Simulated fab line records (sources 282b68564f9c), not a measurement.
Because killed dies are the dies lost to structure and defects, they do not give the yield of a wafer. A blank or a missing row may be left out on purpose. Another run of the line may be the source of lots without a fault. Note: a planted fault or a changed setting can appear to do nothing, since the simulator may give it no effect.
fab line records | flow rit_cmos
[record] lots = 7 | wafers = 21 | last_day = 7
route steps=202 shown ACTIVE@19 FOX1@20 FOX2@23 NWELL@28 M1@202
lots that met no fault: from a run of the same line without faults
start_h: hours from the record's first day to the start of the lot's first wafer shown | wait_h: hours since the lot's step before | " identical to the entry in the row above | L1.1+2: a row that stands for several wafers | - value missing, or start not given | * or withheld: withheld | < > ~ a bound
route shown NAME@n: NAME is a module with steps in the file, n the number in the route of the first one | usual: the fault-free wafers' mean and standard deviation | same: alike in all rows | chamber/n: place in a boat | sites: per-site readings | _std_site: their standard deviation | _edge_site: mean of outer sites minus mean of inner sites | radius_mm: for every site, how far away it sits from the centre of the wafer | mask NAME#n: copy n | behind: the most recent tool/chamber to have shaped the wafer | hold: cause of the lot's hold/its duration in hours/its outcome | device: the n, p or np transistor that did not switch | end of line: tests run on the same wafers once the route is complete | a step without rows: its recipe alone | killed: dies that structure and defects cost at the first sort, which is not the same as the wafer's yield | map: shows each die of a wafer: x if killed, . if not, _ if none is there
set.NAME: the run value of the setting; set.NAME@STEP: its run value at that earlier step | model.NAME: the simulator's own value behind a step, which no gauge read
lots at some steps of the route; a table a step, a row a wafer
services: from which hour (start_h, from the record's first day; less than 0 if before it) a tool's chamber was out of use, for how many hours, and why
[[steps]]
[step RIT_ACTIVE_CLEAN_17]
[recipe] chemistry = SC2 | mix = 3:3:50 | time_s = 600 | temp_c = 75 | dry = n2_spin
[step RIT_FOX1_OXIDATION_00]
[recipe] temp_c = 1100 | ambient = H2O | target_thk_a = 3507 | p_h2o_torr = 720 | ox_time_s = 1130
[step RIT_FOX1_THK_MEAS_01]
[recipe] reads = SiO2_of_FOX1_OXIDATION_00
[usual] FOX1_OXIDE_THK = 352/6.8
lot.wafer | tool          | chamber | start_h | wait_h | FOX1_OXIDE_THK[nm]
L553.2    | film_metro-03 | -       | 27.75   | 0.0    | 352
L553.4    | "             | -       | "       | "      | 352
L553.5    | "             | -       | "       | "      | 350
L555.1    | film_metro-02 | -       | 38.36   | 0.0    | 354
L555.2    | "             | -       | "       | "      | 345
L555.5    | "             | -       | "       | "      | 352
L561.3    | film_metro-02 | -       | 68.85   | 0.0    | 350
L561.5    | "             | -       | "       | "      | 349
L561.6    | "             | -       | "       | "      | 340
L563.1    | film_metro-03 | -       | 78.15   | 0.0    | 346
L563.3    | "             | -       | "       | "      | 341
L563.6    | "             | -       | "       | "      | 346
L572.2    | film_metro-02 | -       | 122.72  | 0.0    | 360
L572.5    | "             | -       | "       | "      | 355
L572.6    | "             | -       | "       | "      | 351
L573.1    | film_metro-03 | -       | 127.22  | 0.0    | 347
L573.5    | "             | -       | "       | "      | 349
L573.6    | "             | -       | "       | "      | 343
L574.4    | film_metro-03 | -       | 131.85  | 0.0    | 345
L574.5    | "             | -       | "       | "      | 349
L574.6    | "             | -       | "       | "      | 344
[step RIT_FOX1_WET_ETCH_02]
[recipe] chemistry = BOE | target_depth_nm = 350 | time_s = 390 | temp_c = 21.5 | dry = n2_spin | dilution = 10:1 | target = SiO2
[step RIT_FOX2_OXIDATION_00]
[recipe] temp_c = 1100 | ambient = H2O | target_thk_a = 3507 | p_h2o_torr = 720 | ox_time_s = 1169
[step RIT_FOX2_THK_MEAS_01]
[recipe] reads = SiO2_of_FOX2_OXIDATION_00
[usual] FOX2_OXIDE_THK = 358/6.8
lot.wafer | tool          | chamber | start_h | wait_h | FOX2_OXIDE_THK[nm]
L553.2    | film_metro-03 | -       | 29.24   | 0.0    | 365
L553.4    | "             | -       | "       | "      | 364
L553.5    | "             | -       | "       | "      | 359
L555.1    | film_metro-01 | -       | 39.85   | 0.0    | 354
L555.2    | "             | -       | "       | "      | 352
L555.5    | "             | -       | "       | "      | 351
L561.3    | film_metro-01 | -       | 70.94   | 0.0    | 361
L561.5    | "             | -       | "       | "      | 358
L561.6    | "             | -       | "       | "      | 364
L563.1    | film_metro-01 | -       | 79.65   | 0.0    | 359
L563.3    | "             | -       | "       | "      | 364
L563.6    | "             | -       | "       | "      | 361
L572.2    | film_metro-01 | -       | 124.21  | 0.0    | 362
L572.5    | "             | -       | "       | "      | 358
L572.6    | "             | -       | "       | "      | 360
L573.1    | film_metro-03 | -       | 128.71  | 0.0    | 362
L573.5    | "             | -       | "       | "      | 361
L573.6    | "             | -       | "       | "      | 360
L574.4    | film_metro-03 | -       | 133.35  | 0.0    | 355
L574.5    | "             | -       | "       | "      | 351
L574.6    | "             | -       | "       | "      | 353
[step RIT_FOX2_CLEAN_02]
[recipe] chemistry = dHF | dilution = 50:1 | time_s = 180
[step RIT_FOX2_WET_ETCH_03]
[recipe] chemistry = H3PO4 | target = Si3N4 | target_depth_nm = 195 | temp_c = 165 | time_s = 2700
[step RIT_FOX2_THK_MEAS_90]
[recipe] reads = SiO2_of_FOX2_OXIDATION_00
[usual] FIELD_OXIDE_LEFT_1_THK = 331/6.8
lot.wafer | tool          | chamber | start_h | wait_h | FIELD_OXIDE_LEFT_1_THK[nm]
L553.2    | film_metro-03 | -       | 30.12   | 0.0    | 337
L553.4    | "             | -       | "       | "      | 336
L553.5    | "             | -       | "       | "      | 330
L555.1    | film_metro-03 | -       | 40.73   | 0.0    | 326
L555.2    | "             | -       | "       | "      | 324
L555.5    | "             | -       | "       | "      | 324
L561.3    | film_metro-03 | -       | 71.82   | 0.0    | 334
L561.5    | "             | -       | "       | "      | 331
L561.6    | "             | -       | "       | "      | 337
L563.1    | film_metro-01 | -       | 80.60   | 0.0    | 332
L563.3    | "             | -       | "       | "      | 337
L563.6    | "             | -       | "       | "      | 334
L572.2    | film_metro-03 | -       | 125.08  | 0.0    | 334
L572.5    | "             | -       | "       | "      | 330
L572.6    | "             | -       | "       | "      | 333
L573.1    | film_metro-04 | -       | 129.65  | 0.0    | 334
L573.5    | "             | -       | "       | "      | 334
L573.6    | "             | -       | "       | "      | 333
L574.4    | film_metro-04 | -       | 134.30  | 0.0    | 328
L574.5    | "             | -       | "       | "      | 324
L574.6    | "             | -       | "       | "      | 326
[step RIT_NWELL_HMDS_00]
[recipe] prime_time_s = 60 | prime_temp_c = 140
[step RIT_NWELL_COAT_01]
[recipe] resist = NOVOLAK | spin_rpm = 2000 | resist_thk_nm = 1300
[step RIT_NWELL_SOFTBAKE_02]
[recipe] resist = NOVOLAK | temp_c = 90 | time_s = 60
[step RIT_NWELL_EXPOSE_03]
[recipe] mask_id = M2 | na = 0.57 | target_cd_nm = 43900 | dose_mj = 250
[usual] focus_offset_nm = 0.0/0.47
lot.wafer | tool             | chamber | start_h | wait_h | mask | focus_offset_nm | model.NWELL.overlay_x_nm
L553.2    | iline_stepper-02 | 0       | 30.76   | 0.2    | M2#0 | 0.4             | 0.4511
L553.4    | "                | 0       | "       | "      | M2#0 | 0.8             | 0.4511
L553.5    | "                | 0       | "       | "      | M2#0 | 0.0             | 0.4511
L555.1    | iline_stepper-01 | 0       | 41.24   | 0.1    | M2#0 | 0.5             | 0.3496
L555.2    | "                | 0       | "       | "      | M2#0 | -0.2            | 0.3496
L555.5    | "                | 0       | "       | "      | M2#0 | -0.3            | 0.3496
L561.3    | iline_stepper-01 | 0       | 72.48   | 0.2    | M2#0 | -0.2            | -0.5072
L561.5    | "                | 0       | "       | "      | M2#0 | 0.5             | -0.5072
L561.6    | "                | 0       | "       | "      | M2#0 | 0.2             | -0.5072
L563.1    | iline_stepper-02 | 0       | 81.11   | 0.1    | M2#0 | -0.1            | -0.1967
L563.3    | "                | 0       | "       | "      | M2#0 | 0.3             | -0.1967
L563.6    | "                | 0       | "       | "      | M2#0 | 1.2             | -0.1967
L572.2    | iline_stepper-01 | 0       | 125.73  | 0.2    | M2#0 | 0.5             | -180.3
L572.5    | "                | 0       | "       | "      | M2#0 | -0.3            | -180.3
L572.6    | "                | 0       | "       | "      | M2#0 | -0.1            | -180.3
L573.1    | iline_stepper-01 | 0       | 130.16  | 0.1    | M2#0 | 0.4             | -181
L573.5    | "                | 0       | "       | "      | M2#0 | 0.4             | -181
L573.6    | "                | 0       | "       | "      | M2#0 | 0.4             | -181
L574.4    | iline_stepper-01 | 0       | 134.84  | 0.1    | M2#0 | -1.3            | -179.7
L574.5    | "                | 0       | "       | "      | M2#0 | -0.1            | -179.7
L574.6    | "                | 0       | "       | "      | M2#0 | 0.2             | -179.7
[step RIT_NWELL_PEB_04]
[recipe] resist = NOVOLAK | temp_c = withheld | time_s = withheld
[step RIT_NWELL_DEVELOP_05]
[recipe] resist = NOVOLAK | develop_time_s = 68 | dev_temp_c = 23
[step RIT_NWELL_OVL_MEAS_06]
[usual] NWELL_OVL = 1.6/1.4
lot.wafer | tool       | chamber | start_h | wait_h | NWELL_OVL[nm]
L553.2    | overlay-02 | -       | 31.18   | -      | 2.9
L553.4    | "          | -       | "       | "      | 2.3
L553.5    | "          | -       | "       | "      | 3.1
L555.1    | overlay-02 | -       | 41.67   | -      | 1.8
L555.2    | "          | -       | "       | "      | 0.9
L555.5    | "          | -       | "       | "      | 4.3
L561.3    | overlay-02 | -       | 72.88   | -      | 2.3
L561.5    | "          | -       | "       | "      | -0.5
L561.6    | "          | -       | "       | "      | 0.6
L563.1    | overlay-02 | -       | 81.54   | -      | 1.4
L563.3    | "          | -       | "       | "      | 2.1
L563.6    | "          | -       | "       | "      | 2.4
L572.2    | overlay-01 | -       | 126.15  | -      | -179.0
L572.5    | "          | -       | "       | "      | -181.1
L572.6    | "          | -       | "       | "      | -180.3
L573.1    | overlay-02 | -       | 130.59  | -      | -181.3
L573.5    | "          | -       | "       | "      | -180.3
L573.6    | "          | -       | "       | "      | -179.4
L574.4    | overlay-01 | -       | 135.23  | -      | -179.6
L574.5    | "          | -       | "       | "      | -177.4
L574.6    | "          | -       | "       | "      | -178.6
[step RIT_NWELL_HARDBAKE_07]
[recipe] resist = NOVOLAK | temp_c = 140 | time_s = 120
[step RIT_M1_PROBE_99]
[usual] killed_at_front_end = 7/3.2 | killed_dies = 7/3.2 | killed_open = 3.2/2.1 | killed_short = 3.7/2.1
[same] gross_dies = 264 | killed_at_M0_to_M3 = 0 | killed_at_M4_up = 0 | killed_at_back_side = 0 | killed_at_contacts = 0 | killed_at_other = 0
lot.wafer | tool      | chamber | start_h | wait_h | killed_at_front_end | killed_dies | killed_open | killed_short | model.etest.well_edge_right.line_ohm_um | model.etest.well_edge_left.line_ohm_um
L553.2    | prober-02 | -       | 69.26   | 0.1    | 3                   | 3           | 1           | 2            | 178.3                                   | 178.8
L553.4    | prober-02 | -       | 69.36   | 0.2    | 11                  | 11          | 3           | 7            | 176.8                                   | 178.3
L553.5    | prober-02 | -       | 69.41   | 0.2    | 8                   | 8           | 5           | 3            | 179.7                                   | 180.7
L555.1    | prober-02 | -       | 77.69   | 0.1    | 3                   | 3           | 1           | 2            | 180.5                                   | 182.2
L555.2    | prober-02 | -       | 77.74   | 0.1    | 5                   | 5           | 3           | 2            | 181.8                                   | 181
L555.5    | prober-02 | -       | 77.89   | 0.2    | 5                   | 5           | 3           | 2            | 180.8                                   | 182.5
L561.3    | prober-02 | -       | 111.75  | 0.2    | 7                   | 7           | 3           | 4            | 175.7                                   | 178.7
L561.5    | prober-02 | -       | 111.85  | 0.2    | 5                   | 5           | 2           | 3            | 178.8                                   | 178.8
L561.6    | prober-02 | -       | 111.90  | 0.2    | 12                  | 12          | 7           | 5            | 178.7                                   | 180.3
L563.1    | prober-02 | -       | 119.62  | 0.1    | 7                   | 7           | 5           | 2            | 179.1                                   | 178.4
L563.3    | prober-02 | -       | 119.72  | 0.2    | 11                  | 11          | 4           | 7            | 179.8                                   | 177.3
L563.6    | prober-02 | -       | 119.87  | 0.2    | 5                   | 5           | 2           | 3            | 179.4                                   | 180.4
L572.2    | prober-01 | -       | 162.43  | 0.1    | 5                   | 5           | 1           | 4            | 186.8                                   | 171.1
L572.5    | prober-01 | -       | 162.58  | 0.2    | 9                   | 9           | 4           | 5            | 187.3                                   | 166.6
L572.6    | prober-01 | -       | 162.63  | 0.2    | 6                   | 6           | 2           | 4            | 187.7                                   | 170.3
L573.1    | prober-02 | -       | 167.84  | 0.1    | 10                  | 10          | 5           | 5            | 189.6                                   | 170.4
L573.5    | prober-02 | -       | 168.04  | 0.2    | 7                   | 7           | 1           | 6            | 185.3                                   | 170.4
L573.6    | prober-02 | -       | 168.09  | 0.2    | 10                  | 10          | 5           | 5            | 188.7                                   | 165.1
L574.4    | prober-01 | -       | 172.84  | 0.2    | 7                   | 7           | 4           | 3            | 186.5                                   | 169.4
L574.5    | prober-01 | -       | 172.89  | 0.2    | 8                   | 8           | 2           | 6            | 189.9                                   | 172.1
L574.6    | prober-01 | -       | 172.94  | 0.2    | 6                   | 6           | 5           | 1            | 191.6                                   | 172.1
// killed by level:class
L553.2 GATE:geometric_particle:short=1 GATE:geometric_particle:open=1 SPACER:geometric_particle:short=1
L553.4 GATE:geometric_particle:open=3 FOX2:geometric_particle:short=2 GATE:geometric_particle:short=2 FOX1:geometric_particle:short=1 SPACER:geometric_particle:short=1 SILICIDE:geometric_particle:short=1 GATE:coat_microbubble_printed=1
L553.5 GATE:geometric_particle:open=2 GATE:geometric_particle:short=2 REOX:geometric_particle:short=1 REOX:geometric_particle:open=1 SPACER:geometric_particle:open=1 SILICIDE:geometric_particle:open=1
L555.1 GATE:geometric_particle:short=2 GATE:geometric_particle:open=1
L555.2 SPACER:geometric_particle:open=2 GATE:geometric_particle:short=1 GATE:geometric_particle:open=1 SILICIDE:geometric_particle:short=1
L555.5 SPACER:geometric_particle:open=2 FOX1:geometric_particle:short=1 GATE:geometric_particle:open=1 SPACER:geometric_particle:short=1
L561.3 FOX2:geometric_particle:open=2 FOX1:geometric_particle:open=1 FOX1:geometric_particle:short=1 FOX2:geometric_particle:short=1 GATE:geometric_particle:short=1 REOX:geometric_particle:short=1
L561.5 FOX2:geometric_particle:short=2 FOX2:geometric_particle:open=1 GATE:geometric_particle:short=1 REOX:geometric_particle:open=1
L561.6 SPACER:geometric_particle:open=3 FOX2:geometric_particle:short=2 SPACER:geometric_particle:short=2 FOX1:geometric_particle:open=1 FOX2:geometric_particle:open=1 GATE:geometric_particle:open=1 REOX:geometric_particle:open=1 REOX:geometric_particle:short=1
L563.1 FOX1:geometric_particle:short=2 GATE:geometric_particle:open=2 REOX:geometric_particle:open=2 FOX1:geometric_particle:open=1
L563.3 GATE:geometric_particle:short=5 FOX1:geometric_particle:open=1 FOX1:geometric_particle:short=1 GATE:geometric_particle:open=1 REOX:geometric_particle:open=1 SILICIDE:geometric_particle:short=1 SILICIDE:geometric_particle:open=1
L563.6 FOX1:geometric_particle:open=1 FOX1:geometric_particle:short=1 FOX2:geometric_particle:open=1 GATE:geometric_particle:short=1 REOX:geometric_particle:short=1
L572.2 SILICIDE:geometric_particle:short=2 GATE:geometric_particle:short=1 GATE:geometric_particle:open=1 SPACER:geometric_particle:short=1
L572.5 GATE:geometric_particle:short=3 GATE:geometric_particle:open=2 SILICIDE:geometric_particle:open=2 SPACER:geometric_particle:short=1 SILICIDE:geometric_particle:short=1
L572.6 SILICIDE:geometric_particle:short=2 FOX1:geometric_particle:short=1 FOX2:geometric_particle:short=1 REOX:geometric_particle:open=1 SILICIDE:geometric_particle:open=1
L573.1 FOX1:geometric_particle:open=4 FOX1:geometric_particle:short=2 REOX:geometric_particle:short=2 GATE:geometric_particle:open=1 GATE:geometric_particle:short=1
L573.5 GATE:geometric_particle:short=2 REOX:geometric_particle:short=2 FOX2:geometric_particle:short=1 GATE:geometric_particle:open=1 SPACER:geometric_particle:short=1
L573.6 REOX:geometric_particle:open=3 GATE:geometric_particle:short=2 REOX:geometric_particle:short=2 FOX1:geometric_particle:open=1 SPACER:geometric_particle:open=1 SILICIDE:geometric_particle:short=1
L574.4 GATE:geometric_particle:open=3 GATE:geometric_particle:short=3 REOX:geometric_particle:open=1
L574.5 GATE:geometric_particle:short=4 SPACER:geometric_particle:short=2 FOX1:geometric_particle:open=1 REOX:geometric_particle:open=1
L574.6 GATE:geometric_particle:open=2 SPACER:geometric_particle:open=2 GATE:geometric_particle:short=1 SILICIDE:geometric_particle:open=1
[[services]]
tool             | chamber | start_h | hours | kind
iline_stepper-02 | -       | 23.90   | 4.4   | pm
iline_stepper-02 | -       | 32.14   | 8.9   | pm
iline_stepper-02 | 0       | 47.36   | -     | calibration
[[key]]
[first_sign] step = RIT_NWELL_OVL_MEAS_06 | reading = NWELL_OVL | direction = down | sigmas = 99+ | usual = 1.6 | struck = -179.7
effect none on later readings
[model_effect] step = RIT_NWELL_EXPOSE_03 | value = NWELL.overlay_x_nm | without = -0.3222 | struck = -180.3
[model_effect] step = RIT_M1_PROBE_99 | value = etest.well_edge_right.line_ohm_um | without = 178.2 | struck = 188.1
met_at RIT_NWELL_EXPOSE_03
struck_wafers L572.2,L572.5,L572.6,L573.1,L573.5,L573.6,L574.4,L574.5,L574.6
tester_left_out L572,L573,L574
onset_between 72.48 125.73
also_fits time
[fault] kind = scanner_matching_overlay | tool = iline_stepper-01 | chamber = - | onset_h = 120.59 | steps = RIT_NWELL_EXPOSE_03 | offset = -180
// tester_left_out: of these lots the tester's yield and bins aren't shown, on N5 and GAA mostly nor the transistor test; their killed dies are dies lost to structure and defects alone, not to doping, threshold or leakage, so they don't give the yield
